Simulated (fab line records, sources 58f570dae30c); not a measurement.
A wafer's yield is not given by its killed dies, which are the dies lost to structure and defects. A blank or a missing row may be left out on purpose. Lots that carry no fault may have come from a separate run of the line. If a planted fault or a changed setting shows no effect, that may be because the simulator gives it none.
fab line records | flow berkeley_cmos170
[record] lots = 14 | wafers = 42 | last_day = 12
route steps=331 shown M2@273 V2@294 M3@327
lots with no fault: from the same line, run without faults
start_h: hours from the record's first day to the start of the lot's first wafer shown | wait_h: how many hours have passed since the lot's step before this one | " identical to the entry in the row above | L1.1+2: a single row standing in for several wafers | - no value, or no start was given | * or withheld: withheld | < > ~ a bound
route shown NAME@n: a module of which the file shows steps, and the number in the route of the first | usual: average and standard deviation across the fault-free wafers | same: alike in all rows | chamber/n: place in a boat | sites: readings site by site | _std_site: standard deviation across them | _edge_site: the outer-site mean with the inner-site mean subtracted | radius_mm: for every site, how far away it sits from the centre of the wafer | mask NAME#n: copy n | behind: tool/chamber where the wafer was last shaped | hold: why the lot went on hold/how many hours it stayed there/how the hold came to an end | device: which transistor (n, p or np) failed to switch | end of line: tests run on the same wafers once the route is complete | a step with no rows: only its recipe | killed: dies lost to structure and defects at the first sort, not the wafer's yield | map: a wafer's dies, marking killed ones x, the rest . and places with no die _
set.NAME: the setting that was run; set.NAME@STEP: the one run at that earlier step | model.NAME: the simulator's own value behind a step, which no gauge read
route steps across a sampled set of lots; one table per step, one row per wafer
services: a tool's chamber out of use, with start hour (start_h, from the record's first day; less than 0 if before it), hours out, and reason
[[steps]]
[step UCB170_M2_RS_MEAS_02]
[recipe] thk_meas_gauge = four-point-probe | reads = Al_of_M2_SPUTTER_01
[usual] M2_AL_RS = 0.0323/0.00039
lot.wafer | tool          | chamber | start_h | wait_h | M2_AL_RS[ohm/sq]
L503.1    | film_metro-02 | -       | 162.64  | 0.0    | 0.0320
L503.2    | "             | -       | "       | "      | 0.0321
L503.3    | "             | -       | "       | "      | 0.0317
L504.1    | film_metro-02 | -       | 166.52  | 0.0    | 0.0322
L504.2    | "             | -       | "       | "      | 0.0325
L504.3    | "             | -       | "       | "      | 0.0318
L506.3    | film_metro-03 | -       | 186.38  | 0.1    | 0.0326
L506.4    | "             | -       | "       | "      | 0.0322
L506.6    | "             | -       | "       | "      | 0.0326
L505.2    | film_metro-02 | -       | 186.64  | 0.1    | 0.0316
L505.3    | "             | -       | "       | "      | 0.0319
L505.5    | "             | -       | "       | "      | 0.0318
L507.3    | film_metro-02 | -       | 192.93  | 0.1    | 0.0318
L507.5    | "             | -       | "       | "      | 0.0318
L507.6    | "             | -       | "       | "      | 0.0325
L508.1    | film_metro-03 | -       | 195.71  | 0.0    | 0.0324
L508.5    | "             | -       | "       | "      | 0.0321
L508.6    | "             | -       | "       | "      | 0.0324
L510.1    | film_metro-03 | -       | 216.68  | 0.0    | 0.0324
L510.3    | "             | -       | "       | "      | 0.0321
L510.5    | "             | -       | "       | "      | 0.0322
L511.4    | film_metro-04 | -       | 216.86  | 0.1    | 0.0324
L511.5    | "             | -       | "       | "      | 0.0331
L511.6    | "             | -       | "       | "      | 0.0331
L509.1    | film_metro-02 | -       | 216.95  | 0.0    | 0.0322
L509.4    | "             | -       | "       | "      | 0.0317
L509.6    | "             | -       | "       | "      | 0.0327
L517.2    | film_metro-02 | -       | 245.34  | 0.1    | 0.0320
L517.4    | "             | -       | "       | "      | 0.0318
L517.5    | "             | -       | "       | "      | 0.0321
L516.2    | film_metro-04 | -       | 245.42  | 0.1    | 0.0329
L516.3    | "             | -       | "       | "      | 0.0324
L516.6    | "             | -       | "       | "      | 0.0321
L519.1    | film_metro-04 | -       | 253.09  | 0.0    | 0.0324
L519.2    | "             | -       | "       | "      | 0.0325
L519.5    | "             | -       | "       | "      | 0.0325
L523.1    | film_metro-02 | -       | 269.48  | 0.0    | 0.0330
L523.4    | "             | -       | "       | "      | 0.0325
L523.6    | "             | -       | "       | "      | 0.0331
L524.1    | film_metro-04 | -       | 278.84  | 0.0    | 0.0326
L524.4    | "             | -       | "       | "      | 0.0321
L524.5    | "             | -       | "       | "      | 0.0325
[step UCB170_M2_ETCH_17]
[recipe] chemistry = N2/H2 | target_depth_a = withheld | overetch_a = withheld | target = BARC | time_s = withheld | source_w = 500 | bias_w = 100 | pressure_mtorr = 30 | n2_flow_sccm = 100 | h2_flow_sccm = 200
[usual] drypump_motor_current_A = 5.8/0.5 | oes_product_au = 0.992/0.017 | throttle_valve_pct = 13.21/0.19
lot.wafer | tool        | chamber | start_h | wait_h | drypump_motor_current_A | oes_product_au | throttle_valve_pct
L503.1    | rie_diel-04 | 1       | 165.33  | 0.0    | 4.8                     | 0.988          | 13.58
L503.2    | "           | 0       | "       | "      | 5.8                     | 1.012          | 13.29
L503.3    | "           | 2       | "       | "      | 6.0                     | 1.038          | 13.52
L504.1    | rie_diel-03 | 0       | 169.30  | 0.0    | 4.8                     | 0.991          | 13.36
L504.2    | "           | 3       | "       | "      | 5.6                     | 1.002          | 12.94
L504.3    | "           | 1       | "       | "      | 5.7                     | 0.972          | 13.15
L506.3    | rie_diel-04 | 3       | 189.86  | 0.0    | 5.8                     | 1.021          | 13.34
L506.4    | "           | 1       | "       | "      | 4.8                     | 0.980          | 13.57
L506.6    | "           | 1       | "       | "      | 4.8                     | 0.982          | 13.57
L505.2    | rie_diel-03 | 1       | 190.14  | 0.0    | 5.7                     | 0.981          | 13.17
L505.3    | "           | 0       | "       | "      | 4.8                     | 1.002          | 13.37
L505.5    | "           | 0       | "       | "      | 4.8                     | 1.009          | 13.36
L507.3    | rie_diel-02 | 0       | 196.34  | 0.0    | 6.6                     | 0.988          | 12.94
L507.5    | "           | 3       | "       | "      | 6.3                     | 0.997          | 13.19
L507.6    | "           | 2       | "       | "      | 6.2                     | 0.968          | 13.03
L508.1    | rie_diel-02 | 1       | 198.44  | 0.0    | 5.8                     | 1.021          | 13.42
L508.5    | "           | 2       | "       | "      | 6.1                     | 0.968          | 13.04
L508.6    | "           | 3       | "       | "      | 6.3                     | 0.999          | 13.20
L510.1    | rie_diel-04 | 3       | 219.03  | 0.0    | 5.8                     | 1.019          | 13.35
L510.3    | "           | 0       | "       | "      | 5.8                     | 1.014          | 13.30
L510.5    | "           | 3       | "       | "      | 5.8                     | 1.027          | 13.34
L511.4    | rie_diel-02 | 1       | 219.32  | 0.0    | 5.8                     | 1.013          | 13.42
L511.5    | "           | 1       | "       | "      | 5.8                     | 1.004          | 13.42
L511.6    | "           | 2       | "       | "      | 6.2                     | 0.959          | 13.04
L509.1    | rie_diel-03 | 1       | 219.56  | 0.0    | 5.7                     | 0.971          | 13.17
L509.4    | "           | 0       | "       | "      | 4.8                     | 0.990          | 13.35
L509.6    | "           | 3       | "       | "      | 5.6                     | 0.991          | 12.93
L517.2    | rie_diel-03 | 1       | 251.44  | 0.0    | 5.7                     | 0.967          | 13.15
L517.4    | "           | 1       | "       | "      | 5.7                     | 0.978          | 13.18
L517.5    | "           | 2       | "       | "      | 5.2                     | 0.998          | 13.15
L516.2    | rie_diel-04 | 3       | 251.94  | 0.0    | 5.8                     | 1.015          | 13.35
L516.3    | "           | 1       | "       | "      | 4.8                     | 0.979          | 13.58
L516.6    | "           | 0       | "       | "      | 5.8                     | 0.997          | 13.31
L519.1    | rie_diel-04 | 2       | 256.19  | 0.0    | 6.0                     | 0.992          | 13.52
L519.2    | "           | 0       | "       | "      | 5.8                     | 1.000          | 13.30
L519.5    | "           | 1       | "       | "      | 4.8                     | 0.989          | 13.59
L523.1    | rie_diel-02 | 0       | 271.67  | 0.0    | 6.6                     | 0.991          | 12.93
L523.4    | "           | 1       | "       | "      | 5.8                     | 1.033          | 13.42
L523.6    | "           | 3       | "       | "      | 6.4                     | 1.001          | 13.20
L524.1    | rie_diel-03 | 1       | 280.88  | 0.0    | 5.7                     | 0.973          | 13.17
L524.4    | "           | 1       | "       | "      | 5.7                     | 0.970          | 13.16
L524.5    | "           | 0       | "       | "      | 4.8                     | 0.994          | 13.37
[step UCB170_V2_CMP_02]
[recipe] material = SiO2 | down_force_psi = 6 | platen_rpm = 60 | pad_velocity_m_s = 0.75398
[usual] motor_current_A = 15.7/1.1 | slurry_filter_dp_kPa = 13.50/0.13
lot.wafer | tool   | chamber | start_h | wait_h | motor_current_A | slurry_filter_dp_kPa
L503.2    | cmp-01 | 2       | 166.04  | 0.1    | 14.3            | 13.61
L503.3    | "      | 3       | "       | "      | 14.7            | 13.66
L503.1    | "      | 0       | "       | "      | 16.8            | 13.48
L504.1    | cmp-02 | 2       | 169.96  | 0.1    | 14.4            | 13.61
L504.2    | "      | 3       | "       | "      | 16.3            | 13.47
L504.3    | "      | 0       | "       | "      | 16.0            | 13.45
L506.3    | cmp-02 | 1       | 190.53  | 0.0    | 17.7            | 13.41
L506.4    | "      | 0       | "       | "      | 16.4            | 13.46
L506.6    | "      | 2       | "       | "      | 14.8            | 13.40
L505.2    | cmp-01 | 0       | 190.89  | 0.1    | 16.6            | 13.53
L505.3    | "      | 2       | "       | "      | 14.1            | 13.64
L505.5    | "      | 0       | "       | "      | 15.9            | 13.59
L507.3    | cmp-01 | 3       | 197.05  | 0.1    | 14.5            | 13.33
L507.5    | "      | 2       | "       | "      | 14.4            | 13.60
L507.6    | "      | 3       | "       | "      | 14.5            | 13.57
L508.1    | cmp-02 | 0       | 199.18  | 0.1    | 16.6            | 13.44
L508.5    | "      | 0       | "       | "      | 17.3            | 13.56
L508.6    | "      | 1       | "       | "      | 17.3            | 13.32
L510.3    | cmp-01 | 3       | 219.80  | 0.1    | 15.6            | 13.52
L510.1    | "      | 0       | "       | "      | 15.9            | 13.50
L510.5    | "      | 2       | "       | "      | 14.8            | 13.45
L511.4    | cmp-01 | 2       | 220.10  | 0.1    | 14.6            | 13.41
L511.6    | "      | 0       | "       | "      | 16.0            | 13.84
L511.5    | "      | 1       | "       | "      | 15.5            | 13.37
L509.1    | cmp-02 | 2       | 220.33  | 0.1    | 14.1            | 13.38
L509.4    | "      | 3       | "       | "      | 16.2            | 13.45
L509.6    | "      | 1       | "       | "      | 17.6            | 13.42
L517.4    | cmp-01 | 0       | 252.20  | 0.1    | 16.2            | 13.38
L517.2    | "      | 1       | "       | "      | 15.5            | 13.44
L517.5    | "      | 3       | "       | "      | 15.0            | 13.44
L516.2    | cmp-02 | 0       | 252.63  | 0.0    | 16.8            | 13.58
L516.3    | "      | 2       | "       | "      | 15.0            | 13.41
L516.6    | "      | 0       | "       | "      | 15.5            | 13.34
L519.2    | cmp-01 | 2       | 256.91  | 0.1    | 13.9            | 13.49
L519.1    | "      | 0       | "       | "      | 15.9            | 13.49
L519.5    | "      | 1       | "       | "      | 15.7            | 13.71
L523.4    | cmp-01 | 1       | 272.53  | 0.0    | 15.6            | 13.55
L523.1    | "      | 0       | "       | "      | 17.4            | 13.44
L523.6    | "      | 2       | "       | "      | 14.5            | 13.44
L524.1    | cmp-01 | 3       | 281.60  | 0.1    | 14.9            | 13.43
L524.4    | "      | 0       | "       | "      | 16.6            | 13.59
L524.5    | "      | 2       | "       | "      | 14.4            | 13.51
[step UCB170_M3_METAL_ETCH_18]
[recipe] chemistry = Cl2/BCl3 | target = Al | stop_on = SiO2 | pressure_mtorr = 12 | target_depth_a = 11700 | over_etch_frac = 0.3 | time_s = 195 | icp_w = 600 | bias_w = 116.8 | Cl2_flow_sccm = 90 | bcl3_flow_sccm = 45
[usual] drypump_motor_current_A = 5.8/0.6 | oes_product_au = 0.864/0.013 | throttle_valve_pct = 24.43/0.26
[same] over_etch_frac = 0.3
lot.wafer | tool         | chamber | start_h | wait_h | drypump_motor_current_A | oes_product_au | rf_hours_counter_h | throttle_valve_pct
L503.1    | rie_metal-01 | 1       | 171.18  | -      | 5.7                     | 0.855          | 10                 | 24.41
L503.2    | "            | 0       | "       | "      | 6.2                     | 0.859          | 6                  | 24.64
L503.3    | "            | 0       | "       | "      | 6.2                     | 0.856          | -                  | 24.64
L504.1    | rie_metal-03 | 0       | 174.63  | -      | 6.6                     | 0.880          | 6                  | 24.49
L504.2    | "            | 1       | "       | "      | 5.0                     | 0.835          | 12                 | 24.79
L504.3    | "            | 1       | "       | "      | 5.1                     | 0.841          | -                  | 24.79
L506.3    | rie_metal-04 | 1       | 196.72  | -      | 4.9                     | 0.870          | -                  | 24.20
L506.4    | "            | 0       | "       | "      | 6.0                     | 0.868          | -                  | 24.03
L506.6    | "            | 0       | "       | "      | 6.0                     | 0.877          | -                  | 24.02
L505.2    | rie_metal-01 | 0       | 197.20  | -      | 6.3                     | 0.867          | 6                  | 24.64
L505.3    | "            | 0       | "       | "      | 6.3                     | 0.862          | -                  | 24.65
L505.5    | "            | 1       | "       | "      | 5.6                     | 0.867          | -                  | 24.41
L507.3    | rie_metal-03 | 1       | 201.72  | -      | 5.0                     | 0.835          | -                  | 24.81
L507.5    | "            | 0       | "       | "      | 6.6                     | 0.867          | -                  | 24.51
L507.6    | "            | 1       | "       | "      | 5.1                     | 0.840          | -                  | 24.79
L508.1    | rie_metal-04 | 0       | 203.91  | -      | 6.0                     | 0.880          | 4                  | 24.02
L508.5    | "            | 0       | "       | "      | 6.0                     | 0.864          | -                  | 24.03
L508.6    | "            | 1       | "       | "      | 4.9                     | 0.877          | -                  | 24.20
L510.1    | rie_metal-04 | 0       | 225.29  | -      | 6.0                     | 0.867          | 5                  | 24.04
L510.3    | "            | 0       | "       | "      | 6.0                     | 0.871          | -                  | 24.02
L510.5    | "            | 0       | "       | "      | 6.0                     | 0.866          | -                  | 24.04
L511.4    | rie_metal-01 | 1       | 226.08  | -      | 5.7                     | 0.863          | -                  | 24.40
L511.5    | "            | 0       | "       | "      | 6.3                     | 0.871          | -                  | 24.64
L511.6    | "            | 1       | "       | "      | 5.7                     | 0.857          | -                  | 24.43
L509.1    | rie_metal-03 | 0       | 226.49  | -      | 6.6                     | 0.880          | 8                  | 24.52
L509.4    | "            | 0       | "       | "      | 6.6                     | 0.884          | -                  | 24.49
L509.6    | "            | 1       | "       | "      | 5.1                     | 0.835          | -                  | 24.79
L517.2    | rie_metal-04 | 1       | 257.30  | -      | 4.9                     | 0.862          | 6                  | 24.21
L517.4    | "            | 1       | "       | "      | 4.9                     | 0.872          | -                  | 24.21
L517.5    | "            | 0       | "       | "      | 6.0                     | 0.873          | -                  | 24.05
L516.2    | rie_metal-01 | 0       | 258.33  | -      | 6.3                     | 0.836          | -                  | 24.66
L516.3    | "            | 0       | "       | "      | 6.2                     | 0.829          | -                  | 24.67
L516.6    | "            | 0       | "       | "      | 6.3                     | 0.831          | -                  | 24.66
L519.1    | rie_metal-01 | 0       | 261.85  | -      | 6.2                     | 0.832          | 8                  | 24.66
L519.2    | "            | 0       | "       | "      | 6.3                     | 0.838          | -                  | 24.66
L519.5    | "            | 0       | "       | "      | 6.3                     | 0.833          | -                  | 24.65
L523.1    | rie_metal-03 | 0       | 277.52  | -      | 6.6                     | 0.876          | 9                  | 24.52
L523.4    | "            | 0       | "       | "      | 6.6                     | 0.885          | -                  | 24.50
L523.6    | "            | 0       | "       | "      | 6.6                     | 0.889          | -                  | 24.50
L524.1    | rie_metal-03 | 0       | 286.84  | -      | 6.6                     | 0.872          | 10                 | 24.49
L524.4    | "            | 1       | "       | "      | 5.0                     | 0.836          | -                  | 24.81
L524.5    | "            | 1       | "       | "      | 5.0                     | 0.840          | -                  | 24.79
[step UCB170_M3_STRIP_19]
[recipe] chemistry = O2 | power_w = 400 | pressure_mtorr = 3500 | platen_temp_c = withheld | o2_flow_sccm = 400 | overash_fraction = 0.5
[usual] drypump_motor_current_A = 5.9/0.62 | oes_product_au = 0.550/0.014
lot.wafer | tool            | chamber | start_h | wait_h | drypump_motor_current_A | oes_product_au | rf_hours_counter_h
L503.1    | plasma_asher-04 | 0       | 171.37  | 0.1    | 5.1                     | 0.533          | 42
L503.2    | "               | 1       | "       | "      | 6.6                     | 0.554          | 42
L503.3    | "               | 0       | "       | "      | 5.1                     | 0.553          | -
L504.1    | plasma_asher-04 | 1       | 174.82  | 0.1    | 6.6                     | 0.555          | 42
L504.2    | "               | 0       | "       | "      | 5.1                     | 0.566          | 42
L504.3    | "               | 1       | "       | "      | 6.6                     | 0.552          | -
L506.3    | plasma_asher-04 | 1       | 196.87  | 0.1    | 6.6                     | 0.516          | -
L506.4    | "               | 0       | "       | "      | 5.1                     | 0.560          | -
L506.6    | "               | 0       | "       | "      | 5.1                     | 0.578          | -
L505.2    | plasma_asher-01 | 1       | 197.39  | 0.1    | 5.1                     | 0.550          | 9
L505.3    | "               | 1       | "       | "      | 5.1                     | 0.551          | -
L505.5    | "               | 1       | "       | "      | 5.1                     | 0.546          | -
L507.3    | plasma_asher-02 | 0       | 201.88  | 0.1    | 6.2                     | 0.561          | -
L507.5    | "               | 0       | "       | "      | 6.2                     | 0.562          | -
L507.6    | "               | 1       | "       | "      | 5.9                     | 0.559          | -
L508.1    | plasma_asher-01 | 0       | 204.10  | 0.1    | 6.4                     | 0.577          | 10
L508.5    | "               | 1       | "       | "      | 5.1                     | 0.581          | -
L508.6    | "               | 0       | "       | "      | 6.4                     | 0.540          | -
L510.1    | plasma_asher-04 | 0       | 225.48  | 0.1    | 5.1                     | 0.563          | 47
L510.3    | "               | 1       | "       | "      | 6.6                     | 0.554          | -
L510.5    | "               | 1       | "       | "      | 6.7                     | 0.565          | -
L511.4    | plasma_asher-01 | 1       | 226.24  | 0.1    | 5.1                     | 0.544          | -
L511.5    | "               | 0       | "       | "      | 6.4                     | 0.547          | -
L511.6    | "               | 1       | "       | "      | 5.1                     | 0.540          | -
L509.1    | plasma_asher-02 | 0       | 226.67  | 0.1    | 6.2                     | 0.566          | 44
L509.4    | "               | 0       | "       | "      | 6.2                     | 0.561          | -
L509.6    | "               | 0       | "       | "      | 6.2                     | 0.572          | -
L517.2    | plasma_asher-01 | 1       | 257.48  | 0.1    | 5.1                     | 0.530          | 15
L517.4    | "               | 1       | "       | "      | 5.1                     | 0.534          | -
L517.5    | "               | 1       | "       | "      | 5.1                     | 0.552          | -
L516.2    | plasma_asher-01 | 1       | 258.64  | 0.2    | 5.1                     | 0.480          | 15
L516.3    | "               | 1       | "       | "      | 5.1                     | 0.486          | -
L516.6    | "               | 1       | "       | "      | 5.1                     | 0.481          | -
L519.1    | plasma_asher-01 | 1       | 262.23  | 0.3    | 5.1                     | 0.490          | 16
L519.2    | "               | 0       | "       | "      | 6.4                     | 0.488          | 16
L519.5    | "               | 1       | "       | "      | 5.1                     | 0.486          | -
L523.1    | plasma_asher-02 | 1       | 277.71  | 0.1    | 5.9                     | 0.559          | 50
L523.4    | "               | 1       | "       | "      | 5.9                     | 0.558          | -
L523.6    | "               | 0       | "       | "      | 6.2                     | 0.560          | -
L524.1    | plasma_asher-02 | 1       | 287.03  | 0.1    | 5.8                     | 0.556          | 51
L524.4    | "               | 0       | "       | "      | 6.2                     | 0.559          | -
L524.5    | "               | 0       | "       | "      | 6.3                     | 0.555          | -
[[services]]
tool            | chamber | start_h | hours | kind
rie_metal-04    | 1       | 147.99  | 1.0   | repair
cmp-02          | -       | 152.58  | 4.8   | pm
rie_diel-04     | -       | 168.62  | 0.3   | repair
rie_diel-03     | 2       | 171.98  | -     | clean
cmp-02          | -       | 172.28  | 3.7   | repair
cmp-01          | -       | 172.34  | 0.7   | repair
cmp-01          | -       | 177.89  | 6.2   | repair
rie_diel-04     | -       | 188.62  | 0.2   | repair
rie_diel-02     | 1       | 189.40  | 4.4   | repair
cmp-02          | -       | 201.17  | 1.2   | repair
rie_metal-01    | 1       | 211.30  | 1.6   | repair
plasma_asher-01 | -       | 219.53  | 4.8   | repair
cmp-02          | -       | 221.56  | 9.3   | pm
plasma_asher-02 | -       | 223.58  | 2.8   | repair
rie_metal-04    | -       | 226.35  | 0.8   | repair
cmp-01          | -       | 228.62  | 3.1   | repair
cmp-02          | -       | 232.18  | 4.0   | pm
rie_diel-03     | 0       | 244.19  | 34.4  | repair
rie_diel-03     | -       | 246.21  | 2.8   | pm
rie_diel-04     | -       | 261.44  | 4.3   | pm
rie_diel-04     | 2       | 266.71  | 1.5   | repair
rie_metal-04    | -       | 272.44  | 1.0   | repair
rie_diel-03     | 2       | 277.65  | 6.0   | repair
rie_diel-02     | 2       | 283.26  | 1.7   | repair
[[key]]
[first_sign] step = UCB170_M3_METAL_ETCH_18 | reading = oes_product_au | direction = down | sigmas = 2.3 | usual = 0.864 | struck = 0.833
[effect] step = UCB170_M3_STRIP_19 | reading = oes_product_au | direction = down | sigmas = 4.6 | usual = 0.550 | struck = 0.485
met_at UCB170_M3_METAL_ETCH_18
struck_lots L516,L519
sort_left_out L519.1,L519.2,L519.5
tester_left_out L519
not_acting_at UCB170_M2_RS_MEAS_02,UCB170_M2_ETCH_17,UCB170_V2_CMP_02
onset_between 226.08 258.33
also_fits UCB170_M3_STRIP_19:plasma_asher-01
[earlier_fault] kind = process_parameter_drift | tool = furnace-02 | chamber = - | onset_h = 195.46 | steps = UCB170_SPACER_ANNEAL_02 | channel = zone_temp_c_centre | offset = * | shape = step | end_h = 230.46
[fault] kind = process_parameter_drift | tool = rie_metal-01 | chamber = - | onset_h = 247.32 | steps = UCB170_M3_METAL_ETCH_18 | channel = target_depth_a | offset = * | shape = step | end_h = 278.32 | acts_in = * | stated = *
// tester_left_out: of these lots the tester's yield and bins aren't shown, on N5 and GAA mostly nor the transistor test; their killed dies are dies lost to structure and defects alone, not to doping, threshold or leakage, so they don't give the yield
// sort_left_out: the simulated sort isn't trusted on such a fault, so these wafers' sort isn't shown, and their yield isn't known
